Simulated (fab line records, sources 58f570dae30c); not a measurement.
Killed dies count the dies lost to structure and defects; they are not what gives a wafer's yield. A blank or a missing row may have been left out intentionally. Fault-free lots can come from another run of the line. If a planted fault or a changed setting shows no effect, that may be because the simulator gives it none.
fab line records	flow berkeley_cmos170
record: lots: 6	wafers: 18	last_day: 11
route steps=331 shown PWELL@36
lots that met no fault: from a run of the same line without faults
start_h: hours from the record's first day to the start of the lot's first wafer shown	wait_h: how many hours have passed since the lot's step before this one	" unchanged from the row above	L1.1+2: one row covering several wafers at once	- value missing, or start not given	* or withheld: withheld	< > ~ a bound
route shown NAME@n: NAME is a module with steps in the file, n the number in the route of the first one	usual: mean and standard deviation over wafers with no fault	same: alike in all rows	chamber/n: place in a boat	sites: the reading at each site	_std_site: standard deviation across them	_edge_site: outer sites' mean less inner sites'	radius_mm: how far each site lies from the wafer's centre	mask NAME#n: copy n	behind: tool/chamber where the wafer was last shaped	hold: why the lot was held/for how many hours/how that ended	device: the transistor (n, p or np) that didn't switch	end of line: tests of these same wafers at the route's end	where a step has no rows: the recipe by itself	killed: dies that structure and defects cost at the first sort, which is not the same as the wafer's yield	map: dies across one wafer; x = killed, . = not, _ = none there
set.NAME: setting as actually run; set.NAME@STEP: the setting as run at that earlier step	model.NAME: the simulator's own value behind a step, which no gauge read
lots at selected steps of the route; one table per step, one row per wafer
services: the hour from which a tool's chamber was out of use, counted from the record's first day as start_h (under 0 if before that day), plus the number of hours and why
== steps ==
step: UCB170_PWELL_OXIDATION_02
recipe: temp_c: 1000	ambient: O2	target_thk_a: 264	ox_time_s: 1260
step: UCB170_PWELL_THK_MEAS_03
recipe: reads: SiO2_of_PWELL_OXIDATION_02
usual: PWELL_OXIDE_THK: 26.5/0.54
lot.wafer	tool	chamber	start_h	wait_h	PWELL_OXIDE_THK[nm]
L892.2	film_metro-03	-	54.18	0.0	25.1
L892.4	"	-	"	"	26.0
L892.6	"	-	"	"	25.2
L902.1	film_metro-04	-	107.46	0.0	26.2
L902.4	"	-	"	"	26.4
L902.5	"	-	"	"	26.4
L903.1	film_metro-01	-	107.46	0.0	27.3
L903.2	"	-	"	"	27.1
L903.4	"	-	"	"	27.4
L905.2	film_metro-04	-	114.64	0.0	27.1
L905.5	"	-	"	"	26.8
L905.6	"	-	"	"	26.3
L908.1	film_metro-04	-	129.88	0.0	26.1
L908.3	"	-	"	"	26.0
L908.5	"	-	"	"	26.3
L913.1	film_metro-04	-	153.99	0.0	27.2
L913.4	"	-	"	"	26.9
L913.5	"	-	"	"	26.8
step: UCB170_PWELL_ANNEAL_04
recipe: temp_c: 1000	time_s: 900	ambient: N2
step: UCB170_PWELL_CVD_05
recipe: material: Si3N4	target_thk_nm: 220	temp_c: 800	precursor: SiH2Cl2/NH3	time_s: 3300	pressure_mtorr: 200	sih2cl2_flow_sccm: 25	nh3_flow_sccm: 75
step: UCB170_PWELL_THK_MEAS_06
recipe: reads: Si3N4_of_PWELL_CVD_05
usual: PWELL_NITRIDE_THK: 218.9/2
lot.wafer	tool	chamber	start_h	wait_h	PWELL_NITRIDE_THK[nm]
L892.2	film_metro-01	-	62.79	0.0	222.0
L892.4	"	-	"	"	221.6
L892.6	"	-	"	"	221.0
L902.1	film_metro-04	-	114.27	0.0	218.3
L902.4	"	-	"	"	218.4
L902.5	"	-	"	"	219.4
L903.1	film_metro-01	-	114.27	0.0	219.4
L903.2	"	-	"	"	218.6
L903.4	"	-	"	"	217.1
L905.2	film_metro-01	-	121.50	0.0	218.8
L905.5	"	-	"	"	218.0
L905.6	"	-	"	"	219.0
L908.1	film_metro-04	-	137.25	0.0	215.1
L908.3	"	-	"	"	217.0
L908.5	"	-	"	"	215.1
L913.1	film_metro-04	-	159.02	0.0	221.5
L913.4	"	-	"	"	222.2
L913.5	"	-	"	"	221.1
step: UCB170_PWELL_HMDS_07
recipe: prime_time_s: 60	prime_temp_c: 100
step: UCB170_PWELL_COAT_08
recipe: resist: KrF	spin_rpm: 1500	resist_thk_nm: 900
step: UCB170_PWELL_SOFTBAKE_09
recipe: resist: KrF	temp_c: 130	time_s: 60
step: UCB170_PWELL_EXPOSE_10
recipe: mask_id: PWELL	target_cd_nm: 3000	na: 0.5	sigma_outer: 0.6	source_shape: conventional	dose_mj: 19
step: UCB170_PWELL_PEB_11
recipe: peb_temp_c: 130	peb_time_s: withheld	resist: KrF
step: UCB170_PWELL_DEVELOP_12
recipe: developer: TMAH	develop_time_s: 45	resist: KrF	dev_temp_c: 21
step: UCB170_PWELL_OVL_MEAS_13
usual: PWELL_OVL: -1/6
lot.wafer	tool	chamber	start_h	wait_h	PWELL_OVL[nm]
L892.2	overlay-02	-	64.17	-	0
L892.4	"	-	"	"	-8
L892.6	"	-	"	"	-5
L902.1	overlay-02	-	115.21	-	-4
L902.4	"	-	"	"	-6
L902.5	"	-	"	"	-2
L903.1	overlay-02	-	115.43	-	-1
L903.2	"	-	"	"	11
L903.4	"	-	"	"	8
L905.2	overlay-01	-	123.65	-	-5
L905.5	"	-	"	"	-7
L905.6	"	-	"	"	-11
L908.1	overlay-02	-	138.58	-	2
L908.3	"	-	"	"	1
L908.5	"	-	"	"	5
L913.1	overlay-02	-	160.08	-	-12
L913.4	"	-	"	"	-7
L913.5	"	-	"	"	-10
step: UCB170_PWELL_ETCH_14
recipe: chemistry: CH3F/Ar/O2	target: Si3N4	stop_on: SiO2	CH3F_flow_sccm: 20	Ar_flow_sccm: 50	O2_flow_sccm: 7	pressure_mtorr: 50	rf_w: 450	target_depth_a: 2420	over_etch_frac: 0.1	time_s: 151
usual: CH3F_flow_sccm: 20.00/0.056	O2_flow_sccm: 6.999/0.022	drypump_motor_current_A: 5.9/0.41	oes_product_au: 0.940/0.014	throttle_valve_pct: 8.04/0.16
lot.wafer	tool	chamber	start_h	wait_h	CH3F_flow_sccm	O2_flow_sccm	drypump_motor_current_A	oes_product_au	rf_hours_counter_h	throttle_valve_pct	model.KrF_of_PWELL_COAT_08.thk_nm	model.SiO2_of_PWELL_OXIDATION_02.thk_nm
L892.2	rie_diel-03	0	64.20	0.0	19.99	7.013	5.6	0.949	76	8.17	720.8	20.97
L892.4	"	3	"	"	19.94	7.015	6.2	0.936	14	7.80	721.7	22.26
L892.6	"	1	"	"	19.93	6.999	6.3	0.964	-	8.29	722	21.17
L902.1	rie_diel-04	3	115.25	0.0	-	-	-	-	-	-	881.9	26.19
L902.4	"	1	"	"	-	-	-	-	-	-	884.9	26.47
L902.5	"	0	"	"	-	-	-	-	-	-	882.6	26.39
L903.1	rie_diel-03	2	115.47	0.0	-	-	-	-	-	-	882.8	27.32
L903.2	"	0	"	"	-	-	-	-	-	-	881.2	27.14
L903.4	"	1	"	"	-	-	-	-	-	-	880.9	27.42
L905.2	rie_diel-02	3	123.68	0.0	20.06	7.008	5.9	0.946	72	8.17	723.1	23.32
L905.5	"	3	"	"	20.04	6.967	5.9	0.949	-	8.14	722.2	23.07
L905.6	"	2	"	"	19.99	6.981	6.5	0.940	-	8.09	722.1	22.51
L908.1	rie_diel-04	2	138.62	0.0	20.02	7.001	5.8	0.910	153	7.85	722.2	22.16
L908.3	"	3	"	"	19.93	6.983	5.7	0.958	134	7.99	730	22.38
L908.5	"	3	"	"	19.97	7.009	5.7	0.957	-	7.98	727.4	22.67
L913.1	rie_diel-03	1	160.11	0.0	20.03	6.996	6.3	0.964	107	8.29	720	23.16
L913.4	"	0	"	"	19.99	6.961	5.6	0.942	81	8.16	717	22.78
L913.5	"	0	"	"	19.94	6.979	5.6	0.948	-	8.16	720	22.67
step: UCB170_PWELL_IMPLANT_15
recipe: species: B	dose_cm2: 5e+12	energy_kev: 60.31	tilt_deg: 7
step: UCB170_PWELL_STRIP_16
recipe: chemistry: O2	power_w: 400	pressure_mtorr: 3500	platen_temp_c: withheld	o2_flow_sccm: 400	overash_fraction: 0.5
usual: drypump_motor_current_A: 5.87/0.15	oes_product_au: 0.721/0.0046	strip_time_to_endpoint_s: 18.03/0.078
lot.wafer	tool	chamber	start_h	wait_h	drypump_motor_current_A	oes_product_au	rf_hours_counter_h	strip_time_to_endpoint_s
L892.2	plasma_asher-04	1	64.45	0.1	6.07	0.723	33	18.01
L892.4	"	0	"	"	5.87	0.727	-	18.01
L892.6	"	1	"	"	6.08	0.729	-	18.00
L902.1	plasma_asher-02	1	115.50	0.1	5.81	0.729	42	21.53
L902.4	"	0	"	"	5.90	0.736	-	21.61
L902.5	"	0	"	"	5.90	0.735	-	21.55
L903.1	plasma_asher-04	0	115.72	0.1	5.88	0.736	39	21.56
L903.2	"	1	"	"	6.07	0.733	39	21.53
L903.4	"	1	"	"	6.06	0.729	-	21.52
L905.2	plasma_asher-03	0	123.93	0.1	5.83	0.725	33	18.05
L905.5	"	1	"	"	5.53	0.719	-	18.02
L905.6	"	0	"	"	5.82	0.723	-	18.03
L908.1	plasma_asher-04	1	138.87	0.1	6.09	0.713	43	18.03
L908.3	"	1	"	"	6.06	0.724	-	18.21
L908.5	"	1	"	"	6.05	0.721	-	18.16
L913.1	plasma_asher-04	1	160.36	0.1	6.09	0.719	46	17.99
L913.4	"	1	"	"	6.07	0.721	-	17.91
L913.5	"	1	"	"	6.08	0.716	-	17.97
step: UCB170_PWELL_TW_MEAS_17
usual: PWELL_TW: 376.5/2.7
lot.wafer	tool	chamber	start_h	wait_h	PWELL_TW
L892.2	film_metro-03	-	64.56	0.1	381.0
L892.4	"	-	"	"	383.2
L892.6	"	-	"	"	383.4
L902.1	film_metro-01	-	115.68	0.1	374.6
L902.4	"	-	"	"	377.1
L902.5	"	-	"	"	375.3
L903.1	film_metro-04	-	115.82	0.1	378.8
L903.2	"	-	"	"	375.2
L903.4	"	-	"	"	376.2
L905.2	film_metro-04	-	124.04	0.1	378.0
L905.5	"	-	"	"	381.0
L905.6	"	-	"	"	379.3
L908.1	film_metro-01	-	138.97	0.1	371.8
L908.3	"	-	"	"	372.9
L908.5	"	-	"	"	375.2
L913.1	film_metro-04	-	160.46	0.1	376.4
L913.4	"	-	"	"	378.7
L913.5	"	-	"	"	376.9
== services ==
tool	chamber	start_h	hours	kind
rie_diel-02	2	44.14	3.4	repair
rie_diel-04	0	64.91	2.9	repair
rie_diel-04	-	69.05	1.8	repair
rie_diel-02	0	74.18	5.0	repair
rie_diel-02	3	75.52	3.1	repair
plasma_asher-02	-	86.70	4.2	repair
rie_diel-02	1	88.98	7.7	repair
rie_diel-02	1	106.04	5.4	repair
plasma_asher-03	-	110.45	9.6	repair
rie_diel-02	0	114.10	4.0	repair
plasma_asher-02	-	125.12	7.6	repair
rie_diel-04	0	160.27	2.2	repair
== key ==
first_sign: step: UCB170_PWELL_ETCH_14	reading: tool_record	direction: missing
effect: step: UCB170_PWELL_STRIP_16	reading: strip_time_to_endpoint_s	direction: up	sigmas: 45	usual: *	struck: *
model_effect: step: UCB170_PWELL_ETCH_14	value: KrF_of_PWELL_COAT_08.thk_nm	without: 719	struck: 882.4
met_at UCB170_PWELL_ETCH_14
struck_wafers L902.1,L902.4,L902.5,L903.1,L903.2,L903.4
later_rows_left_out L902.1,L902.4,L902.5,L903.1,L903.2,L903.4
sort_left_out L902.1,L902.4,L902.5,L903.1,L903.2,L903.4
tester_left_out L902,L903
onset_between 64.20 115.25
fault: kind: skipped_step_whole	tool: rie_diel-03,rie_diel-04	chamber: -	onset_h: 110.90	steps: UCB170_PWELL_ETCH_14	scope: struck_lots_only
tester_left_out: of these lots the tester's yield and bins aren't shown, on N5 and GAA mostly nor the transistor test; their killed dies are dies lost to structure and defects alone, not to doping, threshold or leakage, so they don't give the yield
sort_left_out: the simulated sort isn't trusted on such a fault, so these wafers' sort isn't shown, and their yield isn't known
later_rows_left_out: the simulator's readings of these wafers behind a module that went badly wrong aren't trusted and aren't shown, but for the sort
